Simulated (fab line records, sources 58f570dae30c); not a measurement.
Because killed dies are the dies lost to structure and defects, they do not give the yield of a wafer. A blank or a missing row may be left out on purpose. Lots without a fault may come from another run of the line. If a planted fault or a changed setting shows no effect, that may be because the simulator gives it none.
Problem report in the 8D (eight disciplines) form, filled by code -- flow berkeley cmos170 -- the parts of the form that need people (team, actions taken, sign-off) are left out

== 1. WHAT IS WRONG ==
NWELL_OXIDE_THK at UCB170_NWELL_THK_MEAS_02 reads a mean of 29.6 nm on 6 wafers of 2 lots; wafers without a fault read 26.6 nm with a standard deviation of 0.5. That is +6.1 standard deviations from the usual mean.
Seen first at day 6 08:13 on film metro-01, wafer L867.1. The record has a number at this step for 42 wafers belonging to 14 lots. Rule for "out" (also "out of limits"): further than 4 standard deviations from the usual mean. All remaining wafers that have a number are taken as sound.

== 2. WHAT IT IS AND WHAT IT IS NOT ==
question,is,is not
which readings at this step,NWELL_OXIDE_THK,-
which lots,"L867, L868","L847, L849, L851, L852, L854, L855, L857, L858, L859, L860, L869, L870"
which wafers of those lots,all that have a number,-
read on which gauges,film metro-01,"film metro-02, film metro-03"
when,from day 6 08:13,"up to then (30 sound wafers); but 6 sound wafers of L869, L870 came after"

== 3. WHAT RULES OUT EACH SUSPECT ==
Counting: any tool at a process step up to the reading is kept as a suspect provided that every lot that is out went through it and no sound lot did after the first of them.
- the gauge at UCB170_NWELL_THK_MEAS_02: kept. All the wafers that are out were read on film metro-01, and no step on other tools shows them out.
- furnace-03 at UCB170_NWELL_OXIDATION_01 (target thk 26.4 nm, ox time 1260 s): kept. It ran every lot that is out, first L867 (day 6 06:52), and no sound lot after that; its last sound lot up to then is L859 (day 4 14:05).
Remaining after the count are furnace-03 at UCB170_NWELL_OXIDATION_01 and film metro-01 at UCB170_NWELL_THK_MEAS_02.

== 4. THE CAUSE (what the simulator had put in) ==
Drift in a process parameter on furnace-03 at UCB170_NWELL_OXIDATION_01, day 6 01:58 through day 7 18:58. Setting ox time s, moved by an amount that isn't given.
2 suspects survive the count, and this tool is in that group.

== 5. THE CHAIN OF EFFECTS, in route order ==
Each row: a reading whose mean over the struck wafers that have a number lies more than 3 standard deviations from the usual. Readings are gone through only where the record gives a usual standard deviation; hours: the median, over the lots, of the time from a lot's start at the first step in this table giving one to that lot's start at this step; sigmas: the change measured in usual standard deviations.
hours,step,reading,usual,on struck wafers,change,sigmas
0,UCB170_NWELL_THK_MEAS_02,NWELL_OXIDE_THK,26.6 nm,29.6,+3.0,+6.1
Later steps that measure or inspect, where all struck wafers having a row at the step show a number for every such reading and not one has moved that far: UCB170_PWELL_THK_MEAS_03, UCB170_ACTIVE_CD_MEAS_13, UCB170_ACTIVE_CD_MEAS_90.

== 6. HOW IT WOULD HAVE BEEN CAUGHT EARLIER ==
In this record the first reading out of limits at a measuring or inspecting step was taken at day 6 08:13, 6 hours after the fault began at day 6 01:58.
Of the lots that are out (2), L868 began UCB170_NWELL_OXIDATION_01 on furnace-03 after day 6 08:13. It would have been spared by a hold on the tool at that moment.
